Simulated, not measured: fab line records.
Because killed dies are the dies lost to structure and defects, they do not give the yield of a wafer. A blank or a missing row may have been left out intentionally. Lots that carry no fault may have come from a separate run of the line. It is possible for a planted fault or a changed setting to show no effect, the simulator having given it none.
fab line records	flow berkeley_cmos170	part 1 of 2: steps 1 to 28 of 40
record: lots: 5	wafers: 15	last_day: 11
route steps=331 shown NSD@207 PLDD@208 NLDD@209 SILICIDE@210 CONTACT@216 M1@238
lots that met no fault: taken from a fault-free run of the same line
start_h: the number of hours between the record's first day and the start of the first shown wafer of the lot	wait_h: how many hours have passed since the lot's step before this one	" the same as in the row above	L1.1+2: several wafers, shown together as one row	- either no value or no given start	* or withheld: withheld	< > ~ a bound
route shown NAME@n: names a module that has steps shown in the file, with the first one's number in the route	usual: mean/standard deviation of fault-free wafers	same: alike in all rows	chamber/n: place in a boat	sites: the reading at each site	_std_site: standard deviation of those values	_edge_site: outer sites' mean less inner sites'	radius_mm: for every site, how far away it sits from the centre of the wafer	mask NAME#n: copy n	behind: the tool/chamber that last shaped the wafer	hold: why the lot was held/for how many hours/how that ended	device: the n, p or np transistor that did not switch	end of line: tests of these same wafers at the route's end	a step with no rows: only its recipe	killed: dies lost to structure and defects at the first sort, not the wafer's yield	map: a wafer's dies, marking killed ones x, the rest . and places with no die _
set.NAME: the setting as run; set.NAME@STEP: as run at that earlier step	model.NAME: the simulator's own value behind a step, which no gauge read
certain route steps with their lots: each step a table, each wafer a row
services: the hour from which a tool's chamber was out of use, counted from the record's first day as start_h (under 0 if before that day), plus the number of hours and why
== steps ==
step: UCB170_SDANNEAL_RS_MEAS_03
recipe: thk_meas_gauge: four-point-probe
usual: NSD_RS: 37.24/0.094
lot.wafer	tool	chamber	start_h	wait_h	NSD_RS[ohm/sq]
L076.2	film_metro-02	-	149.67	0.1	37.31
L076.4	"	-	"	"	37.27
L076.5	"	-	"	"	37.33
L088.1	film_metro-03	-	207.17	0.1	37.27
L088.4	"	-	"	"	37.12
L088.6	"	-	"	"	37.20
L092.3	film_metro-01	-	224.63	0.1	37.13
L092.4	"	-	"	"	37.16
L092.5	"	-	"	"	37.06
L095.3	film_metro-03	-	244.83	0.1	37.37
L095.5	"	-	"	"	37.22
L095.6	"	-	"	"	37.33
L097.1	film_metro-02	-	249.04	0.1	37.33
L097.2	"	-	"	"	37.21
L097.5	"	-	"	"	37.27
step: UCB170_SDANNEAL_RS_MEAS_04
recipe: thk_meas_gauge: four-point-probe
usual: PLDD_RS: 1032.3/2.4
lot.wafer	tool	chamber	start_h	wait_h	PLDD_RS[ohm/sq]
L076.2	film_metro-02	-	149.79	0.1	1029.9
L076.4	"	-	"	"	1033.4
L076.5	"	-	"	"	1031.1
L088.1	film_metro-03	-	207.29	0.1	1030.6
L088.4	"	-	"	"	1033.3
L088.6	"	-	"	"	1031.4
L092.3	film_metro-01	-	224.75	0.1	1034.5
L092.4	"	-	"	"	1031.0
L092.5	"	-	"	"	1030.7
L095.3	film_metro-03	-	244.95	0.1	1030.8
L095.5	"	-	"	"	1034.4
L095.6	"	-	"	"	1031.8
L097.1	film_metro-02	-	249.16	0.1	1029.8
L097.2	"	-	"	"	1028.5
L097.5	"	-	"	"	1028.8
step: UCB170_SDANNEAL_RS_MEAS_05
recipe: thk_meas_gauge: four-point-probe
usual: NLDD_RS: 616.2/1.8
lot.wafer	tool	chamber	start_h	wait_h	NLDD_RS[ohm/sq]
L076.2	film_metro-02	-	149.91	0.1	619.4
L076.4	"	-	"	"	618.9
L076.5	"	-	"	"	618.4
L088.1	film_metro-03	-	207.41	0.1	616.9
L088.4	"	-	"	"	615.0
L088.6	"	-	"	"	618.4
L092.3	film_metro-01	-	224.87	0.1	615.7
L092.4	"	-	"	"	616.1
L092.5	"	-	"	"	615.0
L095.3	film_metro-03	-	245.07	0.1	618.4
L095.5	"	-	"	"	619.2
L095.6	"	-	"	"	618.4
L097.1	film_metro-02	-	249.28	0.1	615.7
L097.2	"	-	"	"	613.2
L097.5	"	-	"	"	614.8
step: UCB170_SILICIDE_PRE_CLEAN_00
recipe: gas: Ar	preclean_etch_time_s: 60
lot.wafer	tool	chamber	start_h	wait_h
L076.2+4+5	pvd_sputter-03	-	150.01	0.1
L088.1+4+6	pvd_sputter-04	-	207.53	0.1
L092.3+4+5	pvd_sputter-03	-	224.95	0.1
L095.3+5+6	pvd_sputter-01	-	245.15	0.1
L097.1+2+5	pvd_sputter-04	-	249.40	0.1
step: UCB170_SILICIDE_SPUTTER_01
recipe: material: Ti	target_thk_nm: 30	time_s: 25	power_w: 1500	chamber_pressure_pa: 0.5
usual: throttle_valve_pct: 29.9/1.3
lot.wafer	tool	chamber	start_h	wait_h	throttle_valve_pct
L076.2	pvd_sputter-03	-	150.07	0.0	28.6
L076.4	"	-	"	"	26.5
L076.5	"	-	"	"	30.5
L088.1	pvd_sputter-04	-	207.59	0.0	31.3
L088.4	"	-	"	"	29.9
L088.6	"	-	"	"	31.2
L092.3	pvd_sputter-03	-	225.02	0.0	28.5
L092.4	"	-	"	"	26.6
L092.5	"	-	"	"	26.8
L095.3	pvd_sputter-01	-	245.22	0.0	28.3
L095.5	"	-	"	"	28.4
L095.6	"	-	"	"	28.6
L097.1	pvd_sputter-04	-	249.46	0.0	31.4
L097.2	"	-	"	"	29.8
L097.5	"	-	"	"	31.4
step: UCB170_SILICIDE_RS_MEAS_02
recipe: thk_meas_gauge: four-point-probe	reads: Ti_of_SILICIDE_SPUTTER_01
usual: SILICIDE_TI_RS: 26.1/0.34
lot.wafer	tool	chamber	start_h	wait_h	SILICIDE_TI_RS[ohm/sq]
L076.2	film_metro-04	-	150.12	0.0	26.1
L076.4	"	-	"	"	26.1
L076.5	"	-	"	"	26.6
L088.1	film_metro-01	-	207.62	0.0	26.7
L088.4	"	-	"	"	25.9
L088.6	"	-	"	"	26.8
L092.3	film_metro-01	-	225.09	0.1	25.9
L092.4	"	-	"	"	25.5
L092.5	"	-	"	"	25.8
L095.3	film_metro-02	-	245.29	0.1	26.7
L095.5	"	-	"	"	26.3
L095.6	"	-	"	"	26.3
L097.1	film_metro-04	-	249.49	0.0	25.8
L097.2	"	-	"	"	25.8
L097.5	"	-	"	"	26.6
step: UCB170_SILICIDE_THK_MEAS_03
recipe: thk_meas_gauge: xrf	reads: Ti_of_SILICIDE_SPUTTER_01
usual: SILICIDE_TI_THK: 30.7/0.38
lot.wafer	tool	chamber	start_h	wait_h	SILICIDE_TI_THK[nm]
L076.2	film_metro-04	-	150.23	0.1	30.7
L076.4	"	-	"	"	30.7
L076.5	"	-	"	"	30.0
L088.1	film_metro-01	-	207.74	0.1	30.4
L088.4	"	-	"	"	31.0
L088.6	"	-	"	"	29.9
L092.3	film_metro-01	-	225.19	0.1	31.1
L092.4	"	-	"	"	31.4
L092.5	"	-	"	"	31.2
L095.3	film_metro-02	-	245.39	0.1	30.1
L095.5	"	-	"	"	30.4
L095.6	"	-	"	"	30.5
L097.1	film_metro-04	-	249.61	0.1	30.8
L097.2	"	-	"	"	31.0
L097.5	"	-	"	"	30.3
step: UCB170_SILICIDE_RTA_04
recipe: temp_c: 650	time_s: 15	ambient: N2
usual: lamp_power_pct: 11.05/0.18	wafer_temp_C_max: 652.3/0.52
lot.wafer	tool	chamber	start_h	wait_h	lamp_power_pct	wafer_temp_C_max
L076.2	rtp_anneal-02	0	150.30	0.1	10.98	653.1
L076.4	"	0	"	"	10.99	652.9
L076.5	"	0	"	"	10.99	653.1
L088.1	rtp_anneal-02	0	207.80	0.1	10.99	652.6
L088.4	"	0	"	"	11.00	651.7
L088.6	"	0	"	"	10.98	652.0
L092.3	rtp_anneal-02	0	225.26	0.1	10.99	652.2
L092.4	"	0	"	"	11.00	652.0
L092.5	"	0	"	"	10.99	652.4
L095.3	rtp_anneal-02	0	245.45	0.1	10.99	652.4
L095.5	"	0	"	"	10.99	651.6
L095.6	"	0	"	"	10.99	652.3
L097.1	rtp_anneal-02	0	249.67	0.1	11.00	652.4
L097.2	"	0	"	"	10.97	652.3
L097.5	"	0	"	"	10.98	652.7
step: UCB170_SILICIDE_WET_ETCH_05
recipe: chemistry: SPM	time_s: 45	temp_c: 120	target: Ti
lot.wafer	tool	chamber	start_h	wait_h
L076.2+4+5	wet_bench-01	3	150.36	0.1
L088.1+4+6	wet_bench-01	0	208.08	0.3
L092.3+4+5	wet_bench-01	3	225.67	0.4
L095.3+5+6	wet_bench-01	2	245.50	0.0
L097.1+2+5	wet_bench-01	1	249.89	0.2
step: UCB170_CONTACT_CLEAN_00
recipe: chemistry: SPM	temp_c: 120	time_s: 600
lot.wafer	tool	chamber	start_h	wait_h
L076.2+4+5	wet_bench-02	1	150.38	0.0
L088.1+4+6	wet_bench-01	0	208.27	0.2
L092.3+4+5	wet_bench-01	2	225.69	0.0
L095.3+5+6	wet_bench-02	3	245.52	0.0
L097.1+2+5	wet_bench-01	3	249.91	0.0
step: UCB170_CONTACT_CVD_01
recipe: material: PSG	target_thk_nm: 700	temp_c: 450	precursor: SiH4/O2/PH3	time_s: 2820	pressure_mtorr: 300	sih4_flow_sccm: 60	o2_flow_sccm: 90	ph3_flow_sccm: 25
usual: sih4_flow_sccm: 59.99/0.17	zone_power_centre_pct: 18.6/2	zone_power_source_pct: 7.05/0.2
lot.wafer	tool	chamber	start_h	wait_h	sih4_flow_sccm	zone_power_centre_pct	zone_power_source_pct
L076.2	lpcvd-01	1	151.45	0.9	60.02	23.1	6.90
L076.4	"	1	"	"	60.14	23.2	7.03
L076.5	"	1	"	"	59.95	23.4	7.01
L088.1	lpcvd-02	0	208.45	0.0	59.71	19.1	7.32
L088.4	"	0	"	"	59.96	19.0	7.27
L088.6	"	0	"	"	59.80	18.8	7.25
L092.3	lpcvd-02	0	227.39	1.5	59.90	18.6	7.31
L092.4	"	0	"	"	59.96	19.1	7.14
L092.5	"	0	"	"	60.04	18.8	7.36
L095.3	lpcvd-02	0	245.81	0.1	59.66	19.3	7.20
L095.5	"	0	"	"	59.82	19.0	7.31
L095.6	"	0	"	"	60.04	19.0	7.33
L097.1	lpcvd-01	1	250.09	0.0	60.18	23.3	7.02
L097.2	"	1	"	"	60.08	23.0	7.02
L097.5	"	1	"	"	59.99	23.1	6.97
step: UCB170_CONTACT_THK_MEAS_02
recipe: reads: PSG_of_CONTACT_CVD_01
usual: CONTACT_PSG_THK: 701/7.3
lot.wafer	tool	chamber	start_h	wait_h	CONTACT_PSG_THK[nm]
L076.2	film_metro-04	-	153.24	0.0	698
L076.4	"	-	"	"	698
L076.5	"	-	"	"	695
L088.1	film_metro-02	-	210.23	0.0	706
L088.4	"	-	"	"	705
L088.6	"	-	"	"	704
L092.3	film_metro-04	-	230.08	0.0	685
L092.4	"	-	"	"	688
L092.5	"	-	"	"	690
L095.3	film_metro-02	-	247.62	0.0	700
L095.5	"	-	"	"	699
L095.6	"	-	"	"	698
L097.1	film_metro-04	-	251.87	0.0	701
L097.2	"	-	"	"	696
L097.5	"	-	"	"	696
step: UCB170_CONTACT_HMDS_03
recipe: prime_time_s: 60	prime_temp_c: 100
same: prime_time_s: 60
lot.wafer	tool	chamber	start_h	wait_h
L076.2+4+5	litho_track-04	0	153.31	0.1
L088.1+4+6	litho_track-03	0	210.29	0.1
L092.3+4+5	litho_track-02	0	230.37	0.3
L095.3+5+6	litho_track-03	0	248.12	0.5
L097.1+2+5	litho_track-04	0	251.98	0.1
step: UCB170_CONTACT_COAT_04
recipe: resist: KrF	spin_rpm: 1500	resist_thk_nm: 900
usual: spin_speed_rpm: 1500.0/1.1
lot.wafer	tool	chamber	start_h	wait_h	spin_speed_rpm
L076.2	litho_track-04	0	153.46	0.1	1500.0
L076.4	"	0	"	"	1498.9
L076.5	"	0	"	"	1500.4
L088.1	litho_track-03	0	210.44	0.1	1499.8
L088.4	"	0	"	"	1500.9
L088.6	"	0	"	"	1501.1
L092.3	litho_track-02	0	230.52	0.1	1498.6
L092.4	"	0	"	"	1501.0
L092.5	"	0	"	"	1498.4
L095.3	litho_track-03	0	248.27	0.1	1500.4
L095.5	"	0	"	"	1501.8
L095.6	"	0	"	"	1500.2
L097.1	litho_track-04	0	252.13	0.1	1499.3
L097.2	"	0	"	"	1499.2
L097.5	"	0	"	"	1500.7
step: UCB170_CONTACT_SOFTBAKE_05
recipe: resist: KrF	temp_c: 130	time_s: 60
lot.wafer	tool	chamber	start_h	wait_h
L076.2+4+5	litho_track-04	0	153.61	0.1
L088.1+4+6	litho_track-03	0	210.59	0.1
L092.3+4+5	litho_track-02	0	230.67	0.1
L095.3+5+6	litho_track-03	0	248.42	0.1
L097.1+2+5	litho_track-04	0	252.28	0.1
step: UCB170_CONTACT_STRIP_06
recipe: chemistry: O2	power_w: 400	pressure_mtorr: 3500	platen_temp_c: withheld	o2_flow_sccm: 400	overash_fraction: 0.5
usual: drypump_motor_current_A: 5.5/0.46	oes_product_au: 0.734/0.0042	strip_time_to_endpoint_s: 21.98/0.061
same: overash_fraction: 0.5
lot.wafer	tool	chamber	start_h	wait_h	drypump_motor_current_A	oes_product_au	rf_hours_counter_h	strip_time_to_endpoint_s
L076.2	plasma_asher-04	0	153.74	0.1	5.4	0.738	43	22.05
L076.4	"	1	"	"	6.2	0.744	-	22.01
L076.5	"	0	"	"	5.4	0.735	-	22.02
L088.1	plasma_asher-02	0	210.74	0.1	4.8	0.726	52	21.89
L088.4	"	1	"	"	6.0	0.737	-	21.92
L088.6	"	1	"	"	6.0	0.730	-	21.89
L092.3	plasma_asher-04	0	230.80	0.1	5.4	0.736	-	22.09
L092.4	"	1	"	"	6.2	0.733	-	22.05
L092.5	"	0	"	"	5.4	0.732	-	21.98
L095.3	plasma_asher-04	0	248.56	0.1	5.4	0.734	-	22.03
L095.5	"	0	"	"	5.4	0.733	-	22.03
L095.6	"	1	"	"	6.2	0.745	-	21.96
L097.1	plasma_asher-02	1	252.43	0.1	6.0	0.732	55	21.91
L097.2	"	0	"	"	4.8	0.737	55	22.03
L097.5	"	0	"	"	4.8	0.735	-	21.99
step: UCB170_CONTACT_CLEAN_07
recipe: chemistry: SPM	temp_c: 120	time_s: 600
lot.wafer	tool	chamber	start_h	wait_h
L076.2+4+5	wet_bench-01	2	153.86	0.1
L088.1+4+6	wet_bench-02	2	212.16	1.4
L092.3+4+5	wet_bench-02	2	230.87	0.0
L095.3+5+6	wet_bench-01	0	248.79	0.2
L097.1+2+5	wet_bench-01	0	252.53	0.1
step: UCB170_CONTACT_RTA_08
recipe: temp_c: 900	time_s: 10	ambient: N2
usual: lamp_power_pct: 26.0/0.58	wafer_temp_C_max: 903.3/0.69
lot.wafer	tool	chamber	start_h	wait_h	lamp_power_pct	wafer_temp_C_max
L076.2	rtp_anneal-01	0	154.06	0.0	26.9	903.4
L076.4	"	0	"	"	26.9	905.1
L076.5	"	0	"	"	26.9	905.1
L088.1	rtp_anneal-02	0	212.35	0.0	25.6	903.7
L088.4	"	0	"	"	25.6	903.0
L088.6	"	0	"	"	25.6	902.6
L092.3	rtp_anneal-02	0	231.10	0.0	25.6	902.0
L092.4	"	0	"	"	25.6	903.6
L092.5	"	0	"	"	25.6	902.9
L095.3	rtp_anneal-02	0	248.99	0.0	25.6	902.4
L095.5	"	0	"	"	25.6	903.0
L095.6	"	0	"	"	25.6	903.0
L097.1	rtp_anneal-02	0	252.71	0.0	25.6	902.8
L097.2	"	0	"	"	25.6	902.7
L097.5	"	0	"	"	25.6	903.1
step: UCB170_CONTACT_COAT_09
recipe: resist: BARC	temp_c: withheld	time_s: withheld	spin_rpm: 3000	resist_thk_nm: withheld
usual: spin_speed_rpm: 3000.4/1.9
lot.wafer	tool	chamber	start_h	wait_h	spin_speed_rpm
L076.2	litho_track-04	0	154.21	0.1	3000.4
L076.4	"	0	"	"	3002.3
L076.5	"	0	"	"	3003.4
L088.1	litho_track-02	0	212.90	0.5	3001.6
L088.4	"	0	"	"	3000.1
L088.6	"	0	"	"	3003.6
L092.3	litho_track-04	0	231.19	0.1	3000.4
L092.4	"	0	"	"	3003.0
L092.5	"	0	"	"	3002.5
L095.3	litho_track-02	0	249.40	0.4	3000.9
L095.5	"	0	"	"	3002.3
L095.6	"	0	"	"	3003.4
L097.1	litho_track-04	0	252.77	0.1	2998.3
L097.2	"	0	"	"	2998.9
L097.5	"	0	"	"	2999.0
step: UCB170_CONTACT_COAT_10
recipe: resist: KrF	spin_rpm: 1500	resist_thk_nm: 900
usual: spin_speed_rpm: 1499.8/0.95
lot.wafer	tool	chamber	start_h	wait_h	spin_speed_rpm
L076.2	litho_track-04	0	-	-	1500.5
L076.4	"	0	"	"	1500.0
L076.5	"	0	"	"	1499.0
L088.1	litho_track-02	0	-	-	1499.9
L088.4	"	0	"	"	1500.1
L088.6	"	0	"	"	1499.4
L092.3	litho_track-04	0	-	-	1499.3
L092.4	"	0	"	"	1499.2
L092.5	"	0	"	"	1500.2
L095.3	litho_track-02	0	-	-	1499.5
L095.5	"	0	"	"	1499.6
L095.6	"	0	"	"	1498.2
L097.1	litho_track-04	0	-	-	1499.5
L097.2	"	0	"	"	1500.6
L097.5	"	0	"	"	1500.7
step: UCB170_CONTACT_SOFTBAKE_11
recipe: resist: KrF	temp_c: 130	time_s: 60
lot.wafer	tool	chamber	start_h	wait_h
L076.2+4+5	litho_track-04	0	-	-
L088.1+4+6	litho_track-02	0	-	-
L092.3+4+5	litho_track-04	0	-	-
L095.3+5+6	litho_track-02	0	-	-
L097.1+2+5	litho_track-04	0	-	-
step: UCB170_CONTACT_EXPOSE_12
recipe: mask_id: CONT	target_cd_nm: 700	na: 0.5	sigma_outer: 0.6	source_shape: conventional	dose_mj: 35
lot.wafer	tool	chamber	start_h	wait_h	mask
L076.2+4+5	krf_scanner-01	0	154.66	-	CONT#0
L088.1+4+6	krf_scanner-02	0	213.48	-	CONT#0
L092.3+4+5	krf_scanner-02	0	231.75	-	CONT#0
L095.3+5+6	krf_scanner-02	0	249.83	-	CONT#0
L097.1+2+5	krf_scanner-01	0	253.35	-	CONT#0
step: UCB170_CONTACT_PEB_13
recipe: peb_temp_c: 130	peb_time_s: withheld	resist: KrF
lot.wafer	tool	chamber	start_h	wait_h
L076.2+4+5	litho_track-02	0	154.84	0.2
L088.1+4+6	litho_track-04	0	213.98	0.5
L092.3+4+5	litho_track-04	0	232.20	0.4
L095.3+5+6	litho_track-02	0	250.30	0.4
L097.1+2+5	litho_track-03	0	253.64	0.3
step: UCB170_CONTACT_DEVELOP_14
recipe: developer: TMAH	develop_time_s: 45	resist: KrF	dev_temp_c: 21
lot.wafer	tool	chamber	start_h	wait_h
L076.2+4+5	litho_track-02	0	-	-
L088.1+4+6	litho_track-04	0	-	-
L092.3+4+5	litho_track-04	0	-	-
L095.3+5+6	litho_track-02	0	-	-
L097.1+2+5	litho_track-03	0	-	-
step: UCB170_CONTACT_CD_MEAS_15
recipe: target_cd_nm: 700
usual: cd_nm: 700.2/1.4
lot.wafer	tool	chamber	start_h	wait_h	cd_nm
L076.2	cd_sem-02	-	155.11	-	699.8
L076.4	"	-	"	"	700.3
L076.5	"	-	"	"	699.7
L088.1	cd_sem-01	-	214.25	-	701.0
L088.4	"	-	"	"	700.8
L088.6	"	-	"	"	701.8
L092.3	cd_sem-01	-	232.61	-	700.3
L092.4	"	-	"	"	700.0
L092.5	"	-	"	"	699.2
L095.3	cd_sem-02	-	250.56	-	699.7
L095.5	"	-	"	"	700.4
L095.6	"	-	"	"	700.2
L097.1	cd_sem-02	-	253.91	-	697.9
L097.2	"	-	"	"	697.6
L097.5	"	-	"	"	699.3
step: UCB170_CONTACT_OVL_MEAS_16
usual: CONTACT_OVL: 1/5.7
lot.wafer	tool	chamber	start_h	wait_h	CONTACT_OVL[nm]
L076.2	overlay-02	-	155.22	0.1	-12
L076.4	"	-	"	"	5
L076.5	"	-	"	"	5
L088.1	overlay-01	-	214.37	0.1	1
L088.4	"	-	"	"	8
L088.6	"	-	"	"	9
L092.3	overlay-01	-	232.70	0.1	1
L092.4	"	-	"	"	4
L092.5	"	-	"	"	3
L095.3	overlay-01	-	250.65	0.1	8
L095.5	"	-	"	"	13
L095.6	"	-	"	"	8
L097.1	overlay-02	-	254.03	0.1	4
L097.2	"	-	"	"	10
L097.5	"	-	"	"	5
step: UCB170_CONTACT_ETCH_17
recipe: chemistry: N2/H2	target_depth_a: withheld	overetch_a: withheld	target: BARC	time_s: withheld	source_w: 500	bias_w: 100	pressure_mtorr: 30	n2_flow_sccm: 100	h2_flow_sccm: 200
usual: drypump_motor_current_A: 5.5/0.58	oes_product_au: 1.001/0.022	rf_fwd_power_W: 494.0/2	throttle_valve_pct: 13.31/0.18
lot.wafer	tool	chamber	start_h	wait_h	drypump_motor_current_A	oes_product_au	rf_fwd_power_W	throttle_valve_pct
L076.2	rie_diel-02	1	155.25	0.0	4.8	0.975	496.5	13.24
L076.4	"	2	"	"	6.3	0.992	496.3	13.33
L076.5	"	0	"	"	6.2	1.004	492.7	13.56
L088.1	rie_diel-04	0	214.41	0.0	5.4	0.991	495.6	13.48
L088.4	"	2	"	"	5.7	1.040	492.4	13.27
L088.6	"	0	"	"	5.4	0.987	496.6	13.48
L092.3	rie_diel-04	3	232.73	0.0	4.8	1.010	492.3	13.32
L092.4	"	2	"	"	5.7	1.039	492.0	13.28
L092.5	"	0	"	"	5.4	1.001	497.1	13.47
L095.3	rie_diel-01	1	250.68	0.0	4.6	0.967	490.9	13.02
L095.5	"	1	"	"	4.6	0.965	491.7	13.02
L095.6	"	3	"	"	6.1	0.973	492.2	12.95
L097.1	rie_diel-04	2	254.07	0.0	5.7	1.035	493.8	13.27
L097.2	"	1	"	"	5.4	1.025	493.6	13.32
L097.5	"	1	"	"	5.4	1.025	494.8	13.29
step: UCB170_CONTACT_ETCH_18
recipe: chemistry: CHF3/CF4/Ar	target: PSG	stop_on: TiSi2	CHF3_flow_sccm: 45	cf4_flow_sccm: 15	Ar_flow_sccm: 150	pressure_mtorr: 200	rf_w: 700	target_depth_a: 8400	over_etch_frac: 0.2	time_s: 195
usual: drypump_motor_current_A: 5.5/0.58	oes_product_au: 0.897/0.013	rf_fwd_power_W: 697.4/2.2	throttle_valve_pct: 6.91/0.1
lot.wafer	tool	chamber	start_h	wait_h	drypump_motor_current_A	oes_product_au	rf_fwd_power_W	rf_hours_counter_h	throttle_valve_pct
L076.2	rie_diel-02	1	-	-	4.8	0.900	696.8	11	6.89
L076.4	"	2	"	"	6.3	0.894	699.2	148	6.89
L076.5	"	0	"	"	6.2	0.890	694.3	-	7.10
L088.1	rie_diel-04	0	-	-	5.4	0.906	699.4	8	7.04
L088.4	"	2	"	"	5.7	0.920	696.2	53	6.91
L088.6	"	0	"	"	5.4	0.907	697.1	-	7.03
L092.3	rie_diel-04	3	-	-	4.9	0.878	701.9	32	6.87
L092.4	"	2	"	"	5.7	0.913	700.1	54	6.90
L092.5	"	0	"	"	5.4	0.880	696.6	-	7.03
L095.3	rie_diel-01	1	-	-	4.6	0.886	699.7	17	6.82
L095.5	"	1	"	"	4.7	0.885	696.0	-	6.82
L095.6	"	3	"	"	6.0	0.878	694.8	-	6.72
L097.1	rie_diel-04	2	-	-	5.7	0.913	694.7	55	6.90
L097.2	"	1	"	"	5.4	0.899	696.6	21	6.86
L097.5	"	1	"	"	5.4	0.905	699.2	-	6.86
